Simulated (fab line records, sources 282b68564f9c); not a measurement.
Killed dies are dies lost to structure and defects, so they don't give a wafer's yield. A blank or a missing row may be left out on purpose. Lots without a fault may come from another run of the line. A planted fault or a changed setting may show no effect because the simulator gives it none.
fab line records | flow rit_cmos
record lots=13 wafers=39 last_day=7
route steps=202 shown ACTIVE@12 PRETRO@74 GATE@95 NLDD@112 M1@202
lots that met no fault: from a run of the same line without faults
start_h: hours from the record's first day to the start of the lot's first wafer shown | wait_h: hours since the lot's step before | " the same as in the row above | L1.1+2: a row that stands for several wafers | - no value, or no start given | * or withheld: withheld | < > ~ a bound
route shown NAME@n: a module of which the file shows steps, and the number in the route of the first | usual: mean/standard deviation of fault-free wafers | same: alike in all rows | chamber/n: place in a boat | sites: the reading at each site | _std_site: their standard deviation | _edge_site: outer sites' mean less inner sites' | radius_mm: how far each site lies from the wafer's centre | mask NAME#n: copy n | behind: the tool/chamber that last shaped the wafer | hold: why the lot was held/for how many hours/how that ended | device: the transistor (n, p or np) that didn't switch | end of line: the same wafers' tests at the end of the route | a step without rows: its recipe alone | killed: dies lost to structure and defects at the first sort, not the wafer's yield | map: a wafer's dies, x killed, . not, _ none there
set.NAME: the setting as run; set.NAME@STEP: as run at that earlier step | model.NAME: the simulator's own value behind a step, which no gauge read
steps of the route over a sample of lots; a table a step, a row a wafer
services: from which hour (start_h, from the record's first day; less than 0 if before it) a tool's chamber was out of use, for how many hours, and why
## steps
# step RIT_ACTIVE_CD_MEAS_11
# recipe target_cd_nm=1400
# usual cd_nm=1400.3/2.5
# columns lot.wafer tool chamber start_h wait_h cd_nm
L738.1 cd_sem-02 - 14.56 - 1398.3
L738.2 " - " " 1399.5
L738.4 " - " " 1397.9
L740.2 cd_sem-01 - 24.46 - 1400.5
L740.4 " - " " 1401.7
L740.6 " - " " 1403.2
L741.1 cd_sem-01 - 29.56 - 1395.3
L741.3 " - " " 1394.8
L741.6 " - " " 1397.6
L742.1 cd_sem-02 - 35.12 - 1397.8
L742.4 " - " " 1399.2
L742.6 " - " " 1397.8
L743.1 cd_sem-01 - 40.86 - 1396.6
L743.2 " - " " 1398.0
L743.4 " - " " 1399.1
L744.1 cd_sem-02 - 47.45 - 1398.6
L744.3 " - " " 1400.9
L744.5 " - " " 1400.9
L745.1 cd_sem-01 - 50.88 - 1402.6
L745.3 " - " " 1402.1
L745.4 " - " " 1401.9
L749.1 cd_sem-01 - 70.06 - 1396.3
L749.3 " - " " 1398.8
L749.6 " - " " 1399.6
L750.2 cd_sem-01 - 75.56 - 1397.8
L750.3 " - " " 1397.6
L750.4 " - " " 1396.3
L754.3 cd_sem-01 - 96.46 - 1402.2
L754.4 " - " " 1402.3
L754.5 " - " " 1401.1
L756.1 cd_sem-01 - 104.94 - 1395.8
L756.2 " - " " 1397.1
L756.6 " - " " 1396.5
L758.1 cd_sem-02 - 114.76 - 1400.3
L758.3 " - " " 1398.9
L758.6 " - " " 1400.2
L760.2 cd_sem-01 - 124.79 - 1398.9
L760.5 " - " " 1400.3
L760.6 " - " " 1400.5
# step RIT_PRETRO_TW_MEAS_10
# usual PRETRO_TW=475.6/2.8
# columns lot.wafer tool chamber start_h wait_h PRETRO_TW
L738.1 film_metro-02 - 32.43 0.1 473.8
L738.2 " - " " 476.8
L738.4 " - " " 473.1
L740.2 film_metro-03 - 43.08 0.1 480.1
L740.4 " - " " 479.3
L740.6 " - " " 479.8
L741.1 film_metro-02 - 48.59 0.1 476.1
L741.3 " - " " 472.8
L741.6 " - " " 474.0
L742.1 film_metro-03 - 53.19 0.1 477.7
L742.4 " - " " 478.6
L742.6 " - " " 478.8
L743.1 film_metro-01 - 60.19 0.1 471.3
L743.2 " - " " 469.2
L743.4 " - " " 472.0
L744.1 film_metro-03 - 66.47 0.1 478.0
L744.3 " - " " 476.1
L744.5 " - " " 477.8
L745.1 film_metro-03 - 70.82 0.1 477.0
L745.3 " - " " 476.8
L745.4 " - " " 476.8
L749.1 film_metro-01 - 88.87 0.1 474.8
L749.3 " - " " 473.1
L749.6 " - " " 474.4
L750.2 film_metro-02 - 93.02 0.1 473.0
L750.3 " - " " 474.0
L750.4 " - " " 476.7
L754.3 film_metro-02 - 113.80 0.1 476.3
L754.4 " - " " 476.0
L754.5 " - " " 474.2
L756.1 film_metro-02 - 123.68 0.1 474.9
L756.2 " - " " 472.5
L756.6 " - " " 473.7
L758.1 film_metro-02 - 133.35 0.1 477.2
L758.3 " - " " 474.6
L758.6 " - " " 472.7
L760.2 film_metro-02 - 143.08 0.1 473.2
L760.5 " - " " 476.1
L760.6 " - " " 471.8
# step RIT_GATE_ETCH_19
# recipe chemistry=SF6/CHF3/O2 time_s=165 SF6_flow_sccm=30 CHF3_flow_sccm=30 O2_flow_sccm=5 target=poly-Si pressure_mtorr=40 rf_w=160 target_depth_a=3125 over_etch_frac=0.25 stop_on=SiO2
# usual drypump_motor_current_A=5.8/0.64 oes_product_au=0.858/0.011 throttle_valve_pct=10.22/0.14
# columns lot.wafer tool chamber start_h wait_h drypump_motor_current_A oes_product_au rf_hours_counter_h throttle_valve_pct
L738.1 rie_si-01 1 39.22 0.1 5.3 0.859 2 10.09
L738.2 " 2 " " 5.2 0.857 3 10.10
L738.4 " 0 " " 5.7 0.871 132 10.31
L740.2 rie_si-01 1 49.64 0.1 5.3 0.855 2 10.09
L740.4 " 1 " " 5.2 0.856 - 10.09
L740.6 " 2 " " 5.2 0.866 - 10.11
L741.1 rie_si-02 1 54.65 0.1 6.4 0.841 40 10.28
L741.3 " 2 " " 6.9 0.863 89 10.05
L741.6 " 1 " " 6.4 0.837 - 10.28
L742.1 rie_si-01 2 63.06 0.1 5.2 0.866 3 10.08
L742.4 " 1 " " 5.3 0.847 2 10.08
L742.6 " 2 " " 5.2 0.867 - 10.10
L743.1 rie_si-02 2 65.83 0.1 6.9 0.859 90 10.06
L743.2 " 3 " " 6.5 0.859 15 10.51
L743.4 " 1 " " 6.4 0.844 40 10.29
L744.1 rie_si-01 3 73.67 0.1 5.1 0.852 0 10.28
L744.3 " 0 " " 5.7 0.850 132 10.31
L744.5 " 3 " " 5.1 0.852 - 10.27
L745.1 rie_si-02 0 77.25 0.1 5.8 0.874 120 10.19
L745.3 " 1 " " 6.4 0.836 40 10.28
L745.4 " 2 " " 6.9 0.861 90 10.05
L749.1 rie_si-02 3 95.31 0.1 6.5 0.862 16 10.52
L749.3 " 2 " " 6.9 0.814 90 10.06
L749.6 " 0 " " 5.8 0.866 - 10.22
L750.2 rie_si-01 1 98.35 0.1 5.2 0.867 2 10.09
L750.3 " 2 " " 5.2 0.865 4 10.10
L750.4 " 0 " " 5.7 0.875 133 10.30
L754.3 rie_si-01 0 120.53 0.1 5.7 0.846 133 10.31
L754.4 " 1 " " 5.3 0.848 2 10.08
L754.5 " 0 " " 5.7 0.852 - 10.32
L756.1 rie_si-01 3 130.43 0.1 5.1 0.868 1 10.27
L756.2 " 1 " " 5.2 0.870 2 10.09
L756.6 " 1 " " 5.2 0.851 - 10.09
L758.1 rie_si-01 2 138.28 0.1 5.2 0.860 4 10.10
L758.3 " 0 " " 5.7 0.855 133 10.30
L758.6 " 2 " " 5.2 0.847 - 10.10
L760.2 rie_si-01 2 152.03 0.1 5.2 0.858 4 10.11
L760.5 " 0 " " 5.7 0.856 - 10.32
L760.6 " 1 " " 5.2 0.847 - 10.07
# step RIT_NLDD_STRIP_09
# recipe chemistry=O2 time_s=180 resist=NOVOLAK platen_temp_c=withheld power_w=500 pressure_mtorr=4000 o2_flow_sccm=4000
# usual drypump_motor_current_A=5.6/0.56 rf_refl_power_W=6.3/1.6
# columns lot.wafer tool chamber start_h wait_h drypump_motor_current_A rf_hours_counter_h rf_refl_power_W
L738.1 plasma_asher-04 1 44.44 0.1 5.6 26 6.1
L738.2 " 0 " " 4.8 26 7.7
L738.4 " 1 " " 5.6 - 6.2
L740.2 plasma_asher-04 0 54.56 0.1 4.8 27 8.3
L740.4 " 0 " " 4.8 - 8.3
L740.6 " 0 " " 4.8 - 8.4
L741.1 plasma_asher-01 1 61.53 0.1 5.6 40 6.6
L741.3 " 0 " " 6.0 - 3.6
L741.6 " 1 " " 5.6 - 6.4
L742.1 plasma_asher-01 0 67.65 0.1 6.0 41 3.7
L742.4 " 0 " " 6.0 - 3.6
L742.6 " 0 " " 6.0 - 3.7
L743.1 plasma_asher-02 0 71.34 0.1 6.8 41 8.8
L743.2 " 1 " " 6.1 41 4.7
L743.4 " 0 " " 6.8 - 8.7
L744.1 plasma_asher-04 0 78.41 0.1 4.8 29 8.1
L744.3 " 1 " " 5.6 - 6.0
L744.5 " 1 " " 5.6 - 6.2
L745.1 plasma_asher-01 1 81.92 0.1 5.6 42 6.1
L745.3 " 0 " " 6.0 - 3.5
L745.4 " 1 " " 5.6 - 6.6
L749.1 plasma_asher-04 1 100.13 0.1 5.6 32 6.1
L749.6 " 1 " " 5.6 - 6.2
L750.2 plasma_asher-04 1 103.99 0.1 5.6 32 6.0
L750.3 " 0 " " 4.8 - 7.7
L750.4 " 1 " " 5.6 - 6.2
L754.3 plasma_asher-01 0 126.17 0.1 6.0 - 3.6
L754.4 " 1 " " 5.6 - 6.5
L754.5 " 1 " " 5.6 - 6.1
L756.1 plasma_asher-01 0 136.10 0.1 6.0 2 3.6
L756.2 " 1 " " 5.6 2 6.5
L756.6 " 1 " " 5.6 - 6.4
L758.1 plasma_asher-01 0 143.57 0.1 6.0 3 3.7
L758.3 " 0 " " 6.0 - 3.4
L758.6 " 0 " " 6.0 - 3.6
L760.2 plasma_asher-04 0 157.67 0.1 4.8 38 8.3
L760.5 " 0 " " 4.8 - 8.0
L760.6 " 1 " " 5.6 - 6.1
# step RIT_M1_PROBE_99
# usual killed_at_contacts=0.1/0.35 killed_at_front_end=6.9/2.8 killed_dies=7.0/2.8 killed_on_rim=1.8/1.3 killed_open=3.4/2 killed_short=3.5/2.1
# same gross_dies=264 killed_at_M0_to_M3=0 killed_at_M4_up=0 killed_at_back_side=0 killed_at_other=0
# columns lot.wafer tool chamber start_h wait_h killed_at_contacts killed_at_front_end killed_dies killed_on_rim killed_open killed_short
L738.1 prober-01 - 60.12 0.1 1 3 4 2 2 2
L738.2 prober-01 - 60.17 0.1 0 10 10 2 5 5
L738.4 prober-01 - 60.27 0.2 0 4 4 1 1 3
L740.2 prober-01 - 69.72 0.1 0 10 10 1 4 6
L740.4 prober-01 - 69.82 0.2 0 5 5 2 5 0
L740.6 prober-01 - 69.92 0.2 0 5 5 3 2 3
L741.1 prober-02 - 78.25 0.1 0 4 4 1 3 1
L741.3 prober-02 - 78.35 0.2 0 8 8 2 7 1
L741.6 prober-02 - 78.50 0.2 0 7 7 2 4 3
L742.1 prober-01 - 83.06 0.1 0 7 7 2 0 7
L742.4 prober-01 - 83.21 0.2 0 9 9 0 4 5
L742.6 prober-01 - 83.31 0.2 0 7 7 1 5 2
L743.1 prober-02 - 86.86 0.1 0 8 8 3 3 5
L743.2 prober-02 - 86.91 0.1 0 0 0 0 0 0
L743.4 prober-02 - 87.01 0.2 0 7 7 3 4 3
L744.1 prober-01 - 93.43 0.1 0 6 6 3 1 5
L744.3 prober-01 - 93.53 0.2 0 5 5 2 1 4
L744.5 prober-01 - 93.63 0.2 1 10 11 4 4 7
L745.1 prober-02 - 96.98 0.1 0 6 6 1 3 3
L745.3 prober-02 - 97.08 0.2 0 10 10 2 2 8
L745.4 prober-02 - 97.13 0.2 0 6 6 2 3 3
L749.1 prober-02 - 115.24 0.1 0 6 6 1 3 3
L749.3 prober-02 - 115.34 0.2 0 264 264 70 3 1
L749.6 prober-02 - 115.49 0.2 0 4 4 0 1 3
L750.2 prober-01 - 119.29 0.1 0 3 3 2 2 1
L750.3 prober-01 - 119.34 0.2 0 9 9 4 5 4
L750.4 prober-01 - 119.39 0.2 1 3 4 1 1 3
L754.3 prober-01 - 142.65 0.2 0 6 6 4 5 1
L754.4 prober-01 - 142.70 0.2 0 7 7 0 5 1
L754.5 prober-01 - 142.75 0.2 0 8 8 2 2 6
L756.1 prober-01 - 151.92 0.1 1 8 9 3 2 6
L756.2 prober-01 - 151.97 0.1 2 7 9 1 3 5
L756.6 prober-01 - 152.17 0.2 0 7 7 1 4 3
L758.1 prober-02 - 158.48 0.1 0 5 5 3 1 4
L758.3 prober-02 - 158.58 0.2 0 7 7 2 2 5
L758.6 prober-02 - 158.73 0.2 0 9 9 1 4 5
L760.2 prober-01 - 172.84 0.1 0 6 6 2 4 1
L760.5 prober-01 - 172.99 0.2 0 4 4 0 3 1
L760.6 prober-01 - 173.04 0.2 0 2 2 1 1 1
# killed by level:class
L738.1 GATE:geometric_particle:open=2 GATE:geometric_particle:short=1 CONTACT:geometric_particle:short=1
L738.2 GATE:geometric_particle:short=3 SPACER:geometric_particle:open=3 GATE:geometric_particle:open=2 SPACER:geometric_particle:short=2
L738.4 GATE:geometric_particle:short=2 GATE:geometric_particle:open=1 SPACER:geometric_particle:short=1
L740.2 FOX1:geometric_particle:short=4 FOX1:geometric_particle:open=4 GATE:geometric_particle:short=1 SILICIDE:geometric_particle:short=1
L740.4 FOX1:geometric_particle:open=4 GATE:geometric_particle:open=1
L740.6 GATE:geometric_particle:short=2 FOX1:geometric_particle:open=1 FOX2:geometric_particle:open=1 REOX:geometric_particle:short=1
L741.1 GATE:geometric_particle:open=2 GATE:geometric_particle:short=1 REOX:geometric_particle:open=1
L741.3 GATE:geometric_particle:open=4 FOX2:geometric_particle:open=1 REOX:geometric_particle:open=1 REOX:geometric_particle:short=1 SPACER:geometric_particle:open=1
L741.6 REOX:geometric_particle:open=3 FOX1:geometric_particle:short=1 FOX2:geometric_particle:short=1 GATE:geometric_particle:open=1 SILICIDE:geometric_particle:short=1
L742.1 FOX1:geometric_particle:short=2 GATE:geometric_particle:short=2 FOX2:geometric_particle:short=1 REOX:geometric_particle:short=1 SILICIDE:geometric_particle:short=1
L742.4 GATE:geometric_particle:short=3 REOX:geometric_particle:open=2 FOX1:geometric_particle:short=1 FOX1:geometric_particle:open=1 GATE:geometric_particle:open=1 REOX:geometric_particle:short=1
L742.6 FOX2:geometric_particle:open=2 GATE:geometric_particle:short=2 SILICIDE:geometric_particle:open=2 REOX:geometric_particle:open=1
L743.1 GATE:geometric_particle:short=5 GATE:geometric_particle:open=2 FOX1:geometric_particle:open=1
L743.4 GATE:geometric_particle:open=2 SPACER:geometric_particle:short=2 FOX1:geometric_particle:open=1 GATE:geometric_particle:short=1 SPACER:geometric_particle:open=1
L744.1 SPACER:geometric_particle:short=3 REOX:geometric_particle:short=1 FOX2:geometric_particle:short=1 GATE:geometric_particle:open=1
L744.3 GATE:geometric_particle:short=3 GATE:geometric_particle:open=1 SPACER:geometric_particle:short=1
L744.5 GATE:geometric_particle:short=2 GATE:geometric_particle:open=2 SPACER:geometric_particle:short=2 SILICIDE:geometric_particle:short=2 SPACER:geometric_particle:open=1 SILICIDE:geometric_particle:open=1 CONTACT:geometric_particle:short=1
L745.1 GATE:geometric_particle:short=1 GATE:geometric_particle:open=1 REOX:geometric_particle:short=1 SPACER:geometric_particle:short=1 SPACER:geometric_particle:open=1 SILICIDE:geometric_particle:open=1
L745.3 GATE:geometric_particle:short=4 SILICIDE:geometric_particle:short=3 FOX1:geometric_particle:short=1 GATE:geometric_particle:open=1 SILICIDE:geometric_particle:open=1
L745.4 REOX:geometric_particle:short=2 GATE:geometric_particle:short=1 GATE:geometric_particle:open=1 REOX:geometric_particle:open=1 SPACER:geometric_particle:open=1
L749.1 GATE:geometric_particle:open=2 GATE:geometric_particle:short=1 REOX:geometric_particle:short=1 REOX:geometric_particle:open=1 SPACER:geometric_particle:short=1
L749.3 GATE:area_etch=260 FOX1:geometric_particle:short=1 FOX2:geometric_particle:open=1 SPACER:geometric_particle:open=1 SILICIDE:geometric_particle:open=1
L749.6 SILICIDE:geometric_particle:short=2 FOX1:geometric_particle:short=1 SILICIDE:geometric_particle:open=1
L750.2 ACTIVE:geometric_particle:open=1 FOX1:geometric_particle:short=1 REOX:geometric_particle:open=1
L750.3 GATE:geometric_particle:open=3 GATE:geometric_particle:short=2 REOX:geometric_particle:open=1 SPACER:geometric_particle:short=1 SPACER:geometric_particle:open=1 SILICIDE:geometric_particle:short=1
L750.4 FOX1:geometric_particle:open=1 GATE:geometric_particle:short=1 SPACER:geometric_particle:short=1 CONTACT:geometric_particle:short=1
L754.3 SILICIDE:geometric_particle:open=3 FOX2:geometric_particle:short=1 FOX2:geometric_particle:open=1 SPACER:geometric_particle:open=1
L754.4 FOX2:geometric_particle:open=2 GATE:geometric_particle:open=2 REOX:geometric_particle:open=1 SILICIDE:geometric_particle:short=1 ACTIVE:coat_microbubble_printed=1
L754.5 REOX:geometric_particle:short=2 SILICIDE:geometric_particle:short=2 FOX1:geometric_particle:short=1 FOX2:geometric_particle:short=1 FOX2:geometric_particle:open=1 GATE:geometric_particle:open=1
L756.1 SPACER:geometric_particle:short=3 GATE:geometric_particle:short=2 FOX2:geometric_particle:short=1 GATE:geometric_particle:open=1 SILICIDE:geometric_particle:open=1 CONTACT:coat_microbubble_printed=1
L756.2 GATE:geometric_particle:short=3 GATE:geometric_particle:open=1 REOX:geometric_particle:open=1 SILICIDE:geometric_particle:open=1 SILICIDE:geometric_particle:short=1 CONTACT:geometric_particle:short=1 CONTACT:coat_microbubble_printed=1
L756.6 GATE:geometric_particle:open=2 GATE:geometric_particle:short=2 FOX2:geometric_particle:open=1 SPACER:geometric_particle:open=1 SPACER:geometric_particle:short=1
L758.1 SPACER:geometric_particle:short=2 FOX1:geometric_particle:short=1 SILICIDE:geometric_particle:short=1 SILICIDE:geometric_particle:open=1
L758.3 GATE:geometric_particle:open=2 GATE:geometric_particle:short=2 FOX1:geometric_particle:short=1 SPACER:geometric_particle:short=1 SILICIDE:geometric_particle:short=1
L758.6 GATE:geometric_particle:open=2 GATE:geometric_particle:short=2 SILICIDE:geometric_particle:open=2 FOX1:geometric_particle:short=1 SPACER:geometric_particle:short=1 SILICIDE:geometric_particle:short=1
L760.2 GATE:geometric_particle:open=2 FOX1:geometric_particle:open=1 SPACER:geometric_particle:open=1 FOX2:geometric_particle:short=1 NWELL:coat_microbubble_printed=1
L760.5 GATE:geometric_particle:open=3 SPACER:geometric_particle:short=1
L760.6 SPACER:geometric_particle:short=1 SILICIDE:geometric_particle:open=1
## services
# columns tool chamber start_h hours kind
rie_si-01 0 19.76 15.4 repair
rie_si-01 - 26.04 0.5 repair
plasma_asher-02 - 33.02 3.0 repair
plasma_asher-01 - 35.35 1.6 repair
rie_si-01 3 39.41 - clean
rie_si-01 3 39.41 19.1 scheduled_down
rie_si-01 3 39.41 19.1 vent_cycle
plasma_asher-04 - 93.69 0.4 repair
rie_si-01 0 99.75 3.5 repair
plasma_asher-04 - 105.16 2.2 repair
plasma_asher-01 - 108.75 9.0 pm
plasma_asher-01 0 108.75 9.0 vent_cycle
plasma_asher-01 1 108.75 9.0 vent_cycle
plasma_asher-01 0 117.75 - clean
plasma_asher-01 1 117.75 - clean
plasma_asher-02 - 123.99 3.4 repair
rie_si-01 0 124.61 7.4 repair
plasma_asher-02 - 144.26 7.2 repair
rie_si-02 0 156.14 4.7 repair
## key
first_sign step=RIT_GATE_ETCH_19 reading=oes_product_au direction=down sigmas=4.1 usual=0.858 struck=0.814
effect step=RIT_M1_PROBE_99 reading=killed_at_front_end direction=up sigmas=92 usual=6.9 struck=264
more_kills_born_at RIT_GATE_ETCH_19@rie_si-02=260
met_at RIT_GATE_ETCH_19
struck_lots L749
struck_wafers L749.3
later_rows_left_out L749.3
tester_left_out L749
not_acting_at RIT_ACTIVE_CD_MEAS_11,RIT_PRETRO_TW_MEAS_10,RIT_NLDD_STRIP_09
onset_between 77.25 95.31
fault kind=process_parameter_drift tool=rie_si-02 chamber=2 onset_h=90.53 steps=RIT_GATE_ETCH_19 channel=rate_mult offset=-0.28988 shape=step end_h=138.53
# tester_left_out: of these lots the tester's yield and bins aren't shown, on N5 and GAA mostly nor the transistor test; their killed dies are dies lost to structure and defects alone, not to doping, threshold or leakage, so they don't give the yield
# later_rows_left_out: the simulator's readings of these wafers behind a module that went badly wrong aren't trusted and aren't shown, but for the sort
